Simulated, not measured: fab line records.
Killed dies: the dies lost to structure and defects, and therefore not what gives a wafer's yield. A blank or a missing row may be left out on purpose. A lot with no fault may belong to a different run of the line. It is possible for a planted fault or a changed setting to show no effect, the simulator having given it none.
Split-lot trial | flow berkeleyCmos170 | 5 lots, 23 wafers read, on a route of 331 steps

THE SPLIT ITSELF
At UCB170_NSD_IMPLANT_08, the setting energyKev was moved away from the recipe's 40 on 9 of the 23 wafers read, by -5.8% to +5.6%. The other wafers ran this setting at the recipe's value.

FROM THE SPLIT TO THE READING: what the file shows between them, 5 steps
- UCB170_NSD_STRIP_09: strips in O2
- UCB170_NSD_TW_MEAS_10
- UCB170_NSD_CLEAN_11: cleans in SPM, time 600 s
- UCB170_BACKSIDE_HMDS_00: prime time 60 s
- UCB170_SDANNEAL_RTA_01: time 5 s

THE READING
NSD_RS, in ohm/sq, at UCB170_SDANNEAL_RS_MEAS_03 (measures by four-point-probe). A value of 37.26 ohm/sq with a standard deviation of 0.095 ohm/sq is what fault-free wafers of this fab line usually give.

wafer  | tool, chamber at the split | energyKev as run | against the recipe | NSD_RS, ohm/sq | against lot-mates on the recipe
L074.1 | implanter-04, 0            | 40               | recipe             | 37.25          | -
L074.2 | implanter-04, 0            | 37.69            | -5.8%              | 38.00          | +0.76
L074.3 | implanter-04, 0            | 40               | recipe             | 37.24          | -
L074.5 | implanter-04, 0            | 37.69            | -5.8%              | 37.97          | +0.73
L074.6 | implanter-04, 0            | 40               | recipe             | 37.22          | -
L079.1 | implanter-04, 0            | 42.24            | +5.6%              | 36.79          | -0.50
L079.3 | implanter-04, 0            | 40               | recipe             | 37.25          | -
L079.4 | implanter-04, 0            | 40               | recipe             | 37.38          | -
L079.5 | implanter-04, 0            | 40               | recipe             | 37.24          | -
L079.6 | implanter-04, 0            | 42.24            | +5.6%              | 36.71          | -0.58
L078.4 | implanter-02, 0            | 40               | recipe             | 37.25          | -
L078.5 | implanter-02, 0            | 40               | recipe             | 37.22          | -
L078.6 | implanter-02, 0            | 40               | recipe             | 37.17          | -
L083.1 | implanter-01, 0            | 41.32            | +3.3%              | 36.94          | -0.32
L083.3 | implanter-01, 0            | 41.32            | +3.3%              | 36.80          | -0.46
L083.4 | implanter-01, 0            | 40               | recipe             | 37.24          | -
L083.5 | implanter-01, 0            | 40               | recipe             | 37.33          | -
L083.6 | implanter-01, 0            | 40               | recipe             | 37.22          | -
L085.2 | implanter-04, 0            | 38.94            | -2.7%              | 37.61          | +0.27
L085.3 | implanter-04, 0            | 38.94            | -2.7%              | 37.55          | +0.21
L085.4 | implanter-04, 0            | 40               | recipe             | 37.33          | -
L085.5 | implanter-04, 0            | 38.94            | -2.7%              | 37.60          | +0.26
L085.6 | implanter-04, 0            | 40               | recipe             | 37.35          | -

THE FIT
A straight line over all 23 wafers: NSD_RS changes by -0.112 ohm/sq for each +1% of energyKev; r = -0.98; the points scatter about the line by 0.067 ohm/sq.
The same after taking each lot's own level away (the mean of its wafers on the recipe; 23 wafers): -0.112 ohm/sq for each +1%; r = -0.98; scatter 0.062 ohm/sq.
The reading moves by 0.64 ohm/sq for the largest change in energyKev, on that fit.
Measured against the standard deviation above, the lots' own levels, which go from 37.213 to 37.340 ohm/sq, span 1.3 times it.
So the lot-to-lot level changes the slope little: the two slopes agree.
Check: for one of the wafers moved furthest among these (-5.8%), held out of the fit, the line's prediction against its lot-mates is +0.619 ohm/sq. It came out at +0.763 ohm/sq against them.

THE OTHER SPLITS THESE WAFERS WENT THROUGH
Before the reading, these wafers also passed through other splits. Each is held against what the fit with the lots' levels taken away leaves over:
other split on the same wafers | wafers away from the commonest value | r with NSD_RS (lot level and that fit taken away)
UCB170_PLDD_EXPOSE_03 doseMj   | 9                                    | -0.38
UCB170_PLDD_IMPLANT_09 doseCm2 | 8                                    | +0.11

THE WHOLE CHAIN: every reading that the file lists as answering this split, in the file's order
step                       | what it does                 | reading                                                        | change (the file's fit)               | r (the file's)
UCB170_NSD_IMPLANT_08      |                              | implant.rpNm (the simulator's own value, which no gauge read)  | +0.468 nm for each +1% of the setting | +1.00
UCB170_NSD_IMPLANT_08      |                              | implant.drpNm (the simulator's own value, which no gauge read) | +0.18 nm for each +1% of the setting  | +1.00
UCB170_NSD_STRIP_09        | strips in O2                 | stripTimeToEndpointS                                           | withheld for each +1% of the setting  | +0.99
UCB170_NSD_TW_MEAS_10      |                              | NSD_TW                                                         | +13.6 for each +1% of the setting     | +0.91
UCB170_SDANNEAL_RS_MEAS_03 | measures by four-point-probe | NSD_RS                                                         | -0.112 for each +1% of the setting    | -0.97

THE FILE'S OWN FIT
NSD_RS changes by -0.112 ohm/sq for each +1% of energyKev, r = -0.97.
